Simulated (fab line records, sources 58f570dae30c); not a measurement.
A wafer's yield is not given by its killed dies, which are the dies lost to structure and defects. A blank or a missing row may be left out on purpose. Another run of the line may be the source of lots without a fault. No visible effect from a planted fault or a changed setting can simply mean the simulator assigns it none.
fab line records	flow berkeleyCmos170
record lots=14	wafers=42	lastDay=12
route steps=331 shown V2@304 M3@324
lots with no fault: from the same line, run without faults
startH: hours from the record's opening day to when the first of the lot's shown wafers began	waitH: hours elapsed since this lot's preceding step	" repeats the value in the row above	L1.1+2: a row that stands for several wafers	- no value, or no start was given	* or withheld: withheld	< > ~ a bound
route shown NAME@n: names a module that has steps shown in the file, with the first one's number in the route	usual: mean and standard deviation over wafers with no fault	same: alike in all rows	chamber/n: place in a boat	sites: readings site by site	_std_site: their standard deviation	_edge_site: outer sites' mean less inner sites'	radiusMm: how far each site lies from the wafer's centre	mask NAME#n: copy n	behind: the tool/chamber that last shaped the wafer	hold: reason for holding the lot/hours on hold/outcome of the hold	device: transistor that didn't switch, given as n, p or np	end of line: the same wafers' tests at the end of the route	step lacking rows: just its recipe	killed: not the wafer's yield, but the dies lost to structure and defects at the first sort	map: per-die view of a wafer (x killed, . not killed, _ where there is no die)
set.NAME: the setting the step ran with; set.NAME@STEP: the setting that earlier step ran with	model.NAME: the simulator's own value behind a step, which no gauge read
a sample of lots followed through the steps of the route, with each step as a table and each wafer as a row
services: from which hour (startH, from the record's first day; less than 0 if before it) a tool's chamber was out of use, for how many hours, and why
## steps
# step UCB170_V2_CD_MEAS_12
# recipe targetCdNm=700
# usual cdNm=700.6/1.3
lot.wafer	tool	chamber	startH	waitH	cdNm
L458.1	cdSem-02	-	168.41	-	700.0
L458.2	"	-	"	"	699.7
L458.3	"	-	"	"	700.6
L459.1	cdSem-02	-	171.79	-	699.9
L459.2	"	-	"	"	699.1
L459.3	"	-	"	"	698.7
L463.1	cdSem-01	-	201.12	-	701.0
L463.5	"	-	"	"	701.5
L463.6	"	-	"	"	701.5
L465.1	cdSem-02	-	221.26	-	699.7
L465.3	"	-	"	"	700.3
L465.5	"	-	"	"	698.8
L466.4	cdSem-02	-	221.82	-	701.3
L466.5	"	-	"	"	700.9
L466.6	"	-	"	"	702.0
L464.1	cdSem-02	-	222.09	-	701.0
L464.4	"	-	"	"	700.5
L464.6	"	-	"	"	699.6
L467.1	cdSem-02	-	222.37	-	700.6
L467.2	"	-	"	"	699.7
L467.5	"	-	"	"	701.2
L468.1	cdSem-02	-	222.92	-	698.0
L468.2	"	-	"	"	698.9
L468.3	"	-	"	"	700.5
L469.3	cdSem-01	-	233.43	-	700.8
L469.4	"	-	"	"	700.6
L469.5	"	-	"	"	700.5
L472.2	cdSem-02	-	254.23	-	699.4
L472.4	"	-	"	"	698.6
L472.5	"	-	"	"	700.4
L471.2	cdSem-01	-	255.50	-	702.5
L471.3	"	-	"	"	702.5
L471.6	"	-	"	"	702.2
L476.1	cdSem-02	-	257.42	-	703.4
L476.2	"	-	"	"	701.9
L476.6	"	-	"	"	703.3
L475.2	cdSem-01	-	258.44	-	701.3
L475.4	"	-	"	"	700.1
L475.5	"	-	"	"	700.5
L481.4	cdSem-01	-	287.20	-	700.0
L481.5	"	-	"	"	699.0
L481.6	"	-	"	"	698.6
# step UCB170_M3_CD_MEAS_15
# recipe targetCdNm=700
# usual cdNm=699.9/1.6
lot.wafer	tool	chamber	startH	waitH	cdNm
L458.1	cdSem-02	-	170.99	-	701.8
L458.2	"	-	"	"	701.8
L458.3	"	-	"	"	701.3
L459.1	cdSem-02	-	174.43	-	699.3
L459.2	"	-	"	"	700.4
L459.3	"	-	"	"	700.5
L463.1	cdSem-01	-	203.71	-	700.7
L463.5	"	-	"	"	700.5
L463.6	"	-	"	"	700.0
L465.1	cdSem-02	-	225.09	-	700.0
L465.3	"	-	"	"	699.4
L465.5	"	-	"	"	700.3
L466.4	cdSem-01	-	225.88	-	701.9
L466.5	"	-	"	"	700.5
L466.6	"	-	"	"	700.2
L464.1	cdSem-02	-	226.29	-	698.6
L464.4	"	-	"	"	700.2
L464.6	"	-	"	"	699.2
L467.1	cdSem-02	-	226.91	-	699.4
L467.2	"	-	"	"	698.2
L467.5	"	-	"	"	700.3
L468.1	cdSem-02	-	227.46	-	698.3
L468.2	"	-	"	"	699.3
L468.3	"	-	"	"	699.2
L469.3	cdSem-01	-	236.62	-	698.0
L469.4	"	-	"	"	699.6
L469.5	"	-	"	"	696.6
L472.2	cdSem-01	-	257.12	-	703.0
L472.4	"	-	"	"	700.8
L472.5	"	-	"	"	702.2
L471.2	cdSem-02	-	258.09	-	696.9
L471.3	"	-	"	"	698.2
L471.6	"	-	"	"	698.4
L476.1	cdSem-02	-	259.92	-	701.2
L476.2	"	-	"	"	700.4
L476.6	"	-	"	"	701.6
L475.2	cdSem-02	-	261.60	-	696.9
L475.4	"	-	"	"	697.9
L475.5	"	-	"	"	698.5
L481.4	cdSem-01	-	289.86	-	699.2
L481.5	"	-	"	"	699.5
L481.6	"	-	"	"	699.5
# step UCB170_M3_METAL_ETCH_18
# recipe chemistry=Cl2/BCl3	target=Al	stopOn=SiO2	pressureMtorr=12	targetDepthA=11700	overEtchFrac=0.3	timeS=195	icpW=600	biasW=116.8	Cl2_flow_sccm=90	bcl3FlowSccm=45
# usual drypumpMotorCurrentA=5.8/0.6	oesProductAu=0.864/0.013	throttleValvePct=24.43/0.26
lot.wafer	tool	chamber	startH	waitH	drypumpMotorCurrentA	oesProductAu	rfHoursCounterH	throttleValvePct
L458.1	rieMetal-01	1	171.18	-	5.7	0.855	10	24.41
L458.2	"	0	"	"	6.2	0.859	6	24.64
L458.3	"	0	"	"	6.2	0.856	-	24.64
L459.1	rieMetal-03	0	174.63	-	6.6	0.880	6	24.49
L459.2	"	1	"	"	5.0	0.835	12	24.79
L459.3	"	1	"	"	5.1	0.841	-	24.79
L463.1	rieMetal-04	0	203.91	-	6.0	0.880	4	24.02
L463.5	"	0	"	"	6.0	0.864	-	24.03
L463.6	"	1	"	"	4.9	0.877	-	24.20
L465.1	rieMetal-04	0	225.29	-	6.0	0.867	5	24.04
L465.3	"	0	"	"	6.0	0.871	-	24.02
L465.5	"	0	"	"	6.0	0.866	-	24.04
L466.4	rieMetal-01	1	226.08	-	5.7	0.863	-	24.40
L466.5	"	0	"	"	6.3	0.871	-	24.64
L466.6	"	1	"	"	5.7	0.857	-	24.43
L464.1	rieMetal-03	0	226.49	-	6.6	0.880	8	24.52
L464.4	"	0	"	"	6.6	0.884	-	24.49
L464.6	"	1	"	"	5.1	0.835	-	24.79
L467.1	rieMetal-01	0	227.11	-	6.3	0.862	7	24.64
L467.2	"	1	"	"	5.7	0.850	12	24.43
L467.5	"	1	"	"	5.7	0.855	-	24.42
L468.1	rieMetal-04	0	227.66	-	6.0	0.860	5	24.03
L468.2	"	1	"	"	4.9	0.869	6	24.20
L468.3	"	1	"	"	4.9	0.875	-	24.21
L469.3	rieMetal-04	1	236.84	-	4.9	0.868	-	24.20
L469.4	"	0	"	"	6.0	0.867	-	24.02
L469.5	"	1	"	"	4.9	0.861	-	24.21
L472.2	rieMetal-04	1	257.30	-	4.9	0.863	6	24.21
L472.4	"	1	"	"	4.9	0.873	-	24.21
L472.5	"	0	"	"	6.0	0.874	-	24.05
L471.2	rieMetal-01	0	258.33	-	6.3	0.878	-	24.64
L471.3	"	0	"	"	6.2	0.871	-	24.65
L471.6	"	0	"	"	6.3	0.872	-	24.64
L476.1	rieMetal-03	1	260.11	-	5.1	0.844	14	24.80
L476.2	"	0	"	"	6.6	0.885	9	24.50
L476.6	"	0	"	"	6.6	0.890	-	24.50
L475.2	rieMetal-04	1	261.78	-	4.9	0.872	7	24.21
L475.4	"	0	"	"	6.0	0.864	-	24.03
L475.5	"	0	"	"	5.9	0.870	-	24.03
L481.4	rieMetal-01	0	290.06	-	6.3	0.852	-	24.65
L481.5	"	1	"	"	5.7	0.853	-	24.32
L481.6	"	0	"	"	6.2	0.861	-	24.65
# step UCB170_M3_STRIP_19
# recipe chemistry=O2	powerW=400	pressureMtorr=3500	platenTempC=withheld	o2FlowSccm=400	overashFraction=0.5
# usual drypumpMotorCurrentA=5.9/0.62	oesProductAu=0.550/0.014
lot.wafer	tool	chamber	startH	waitH	drypumpMotorCurrentA	oesProductAu	rfHoursCounterH
L458.1	plasmaAsher-04	0	171.37	0.1	5.1	0.533	42
L458.2	"	1	"	"	6.6	0.554	42
L458.3	"	0	"	"	5.1	0.553	-
L459.1	plasmaAsher-04	1	174.82	0.1	6.6	0.555	42
L459.2	"	0	"	"	5.1	0.566	42
L459.3	"	1	"	"	6.6	0.552	-
L463.1	plasmaAsher-01	0	204.10	0.1	6.4	0.577	10
L463.5	"	1	"	"	5.1	0.581	-
L463.6	"	0	"	"	6.4	0.540	-
L465.1	plasmaAsher-04	0	225.48	0.1	5.1	0.563	47
L465.3	"	1	"	"	6.6	0.554	-
L465.5	"	1	"	"	6.7	0.565	-
L466.4	plasmaAsher-01	1	226.24	0.1	5.1	0.544	-
L466.5	"	0	"	"	6.4	0.547	-
L466.6	"	1	"	"	5.1	0.540	-
L464.1	plasmaAsher-02	0	226.67	0.1	6.2	0.566	44
L464.4	"	0	"	"	6.2	0.561	-
L464.6	"	0	"	"	6.2	0.572	-
L467.1	plasmaAsher-02	1	227.30	0.1	5.9	0.545	44
L467.2	"	0	"	"	6.2	0.534	44
L467.5	"	0	"	"	6.2	0.547	-
L468.1	plasmaAsher-04	0	227.85	0.1	5.1	0.552	48
L468.2	"	1	"	"	6.6	0.526	48
L468.3	"	1	"	"	6.6	0.517	-
L469.3	plasmaAsher-04	0	237.00	0.1	5.1	0.521	-
L469.4	"	1	"	"	6.6	0.568	-
L469.5	"	1	"	"	6.6	0.532	-
L472.2	plasmaAsher-01	1	257.48	0.1	5.1	0.320	15
L472.4	"	1	"	"	5.1	0.322	-
L472.5	"	1	"	"	5.1	0.310	-
L471.2	plasmaAsher-01	1	258.64	0.2	5.1	0.546	15
L471.3	"	1	"	"	5.1	0.551	-
L471.6	"	1	"	"	5.1	0.546	-
L476.1	plasmaAsher-04	1	260.30	0.1	6.6	0.558	51
L476.2	"	0	"	"	5.1	0.571	51
L476.6	"	0	"	"	5.1	0.567	-
L475.2	plasmaAsher-01	1	261.97	0.1	5.1	0.314	16
L475.4	"	0	"	"	6.4	0.324	-
L475.5	"	0	"	"	6.4	0.319	-
L481.4	plasmaAsher-02	1	290.22	0.1	5.9	0.545	-
L481.5	"	1	"	"	5.9	0.547	-
L481.6	"	0	"	"	6.2	0.546	-
# step UCB170_M3_CD_MEAS_90
# recipe targetCdNm=700
# usual cdNm=700/3.2
lot.wafer	tool	chamber	startH	waitH	cdNm
L458.1	cdSem-01	-	171.47	0.1	701
L458.2	"	-	"	"	696
L458.3	"	-	"	"	697
L459.1	cdSem-01	-	174.92	0.1	697
L459.2	"	-	"	"	694
L459.3	"	-	"	"	695
L463.1	cdSem-02	-	204.20	0.1	706
L463.5	"	-	"	"	705
L463.6	"	-	"	"	703
L465.1	cdSem-01	-	225.58	0.1	706
L465.3	"	-	"	"	703
L465.5	"	-	"	"	705
L466.4	cdSem-01	-	226.36	0.1	698
L466.5	"	-	"	"	695
L466.6	"	-	"	"	696
L464.1	cdSem-01	-	226.77	0.1	700
L464.4	"	-	"	"	700
L464.6	"	-	"	"	695
L467.1	cdSem-01	-	227.40	0.1	696
L467.2	"	-	"	"	693
L467.5	"	-	"	"	694
L468.1	cdSem-01	-	227.95	0.1	699
L468.2	"	-	"	"	703
L468.3	"	-	"	"	704
L469.3	cdSem-01	-	237.15	0.1	701
L469.4	"	-	"	"	701
L469.5	"	-	"	"	701
L472.2	cdSem-02	-	257.60	0.1	684
L472.4	"	-	"	"	681
L472.5	"	-	"	"	684
L471.2	cdSem-01	-	258.76	0.1	696
L471.3	"	-	"	"	697
L471.6	"	-	"	"	699
L476.1	cdSem-01	-	260.40	0.1	701
L476.2	"	-	"	"	701
L476.6	"	-	"	"	700
L475.2	cdSem-02	-	262.09	0.1	677
L475.4	"	-	"	"	680
L475.5	"	-	"	"	683
L481.4	cdSem-01	-	290.35	0.1	699
L481.5	"	-	"	"	702
L481.6	"	-	"	"	700
# step UCB170_M3_BOW_MEAS_20
# recipe mode=bow
# usual M3_BOW=35/6.4
lot.wafer	tool	chamber	startH	waitH	M3_BOW[um]
L458.1	filmMetro-01	-	171.59	0.1	33
L458.2	"	-	"	"	37
L458.3	"	-	"	"	41
L459.1	filmMetro-04	-	175.05	0.1	35
L459.2	"	-	"	"	44
L459.3	"	-	"	"	30
L463.1	filmMetro-03	-	204.38	0.2	47
L463.5	"	-	"	"	39
L463.6	"	-	"	"	37
L465.1	filmMetro-04	-	225.70	0.1	36
L465.3	"	-	"	"	33
L465.5	"	-	"	"	44
L466.4	filmMetro-01	-	226.48	0.1	33
L466.5	"	-	"	"	29
L466.6	"	-	"	"	40
L464.1	filmMetro-03	-	226.89	0.1	32
L464.4	"	-	"	"	40
L464.6	"	-	"	"	33
L467.1	filmMetro-03	-	227.52	0.1	39
L467.2	"	-	"	"	35
L467.5	"	-	"	"	27
L468.1	filmMetro-01	-	228.07	0.1	43
L468.2	"	-	"	"	35
L468.3	"	-	"	"	47
L469.3	filmMetro-01	-	237.27	0.1	24
L469.4	"	-	"	"	21
L469.5	"	-	"	"	30
L472.2	filmMetro-03	-	257.72	0.1	28
L472.4	"	-	"	"	27
L472.5	"	-	"	"	36
L471.2	filmMetro-04	-	258.88	0.1	26
L471.3	"	-	"	"	36
L471.6	"	-	"	"	43
L476.1	filmMetro-01	-	260.52	0.1	37
L476.2	"	-	"	"	37
L476.6	"	-	"	"	36
L475.2	filmMetro-01	-	262.21	0.1	34
L475.4	"	-	"	"	22
L475.5	"	-	"	"	41
L481.4	filmMetro-01	-	290.47	0.1	43
L481.5	"	-	"	"	34
L481.6	"	-	"	"	26
## services
tool	chamber	startH	hours	kind
rieMetal-04	1	147.99	1.0	repair
rieMetal-01	1	211.30	1.6	repair
plasmaAsher-01	-	219.53	4.8	repair
plasmaAsher-02	-	223.58	2.8	repair
rieMetal-04	-	226.35	0.8	repair
rieMetal-01	1	257.71	-	clean
rieMetal-01	1	257.71	14.1	scheduledDown
rieMetal-01	1	257.71	14.1	ventCycle
rieMetal-04	-	272.44	1.0	repair
## key
firstSign step=UCB170_M3_STRIP_19	reading=oesProductAu	direction=down	sigmas=17	usual=0.550	struck=0.318
effect step=UCB170_M3_CD_MEAS_90	reading=cdNm	direction=down	sigmas=5.6	usual=700	struck=682
metAt UCB170_M3_METAL_ETCH_18
struckLots L472,L475
sortLeftOut L472.2,L472.4,L472.5
notActingAt UCB170_V2_CD_MEAS_12,UCB170_M3_CD_MEAS_15,UCB170_M3_BOW_MEAS_20
onsetBetween 236.84 257.30
fault kind=processParameterDrift	tool=rieMetal-04	chamber=-	onsetH=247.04	steps=UCB170_M3_METAL_ETCH_18	channel=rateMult	offset=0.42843	shape=step	endH=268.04
# sortLeftOut: the simulated sort isn't trusted on such a fault, so these wafers' sort isn't shown, and their yield isn't known
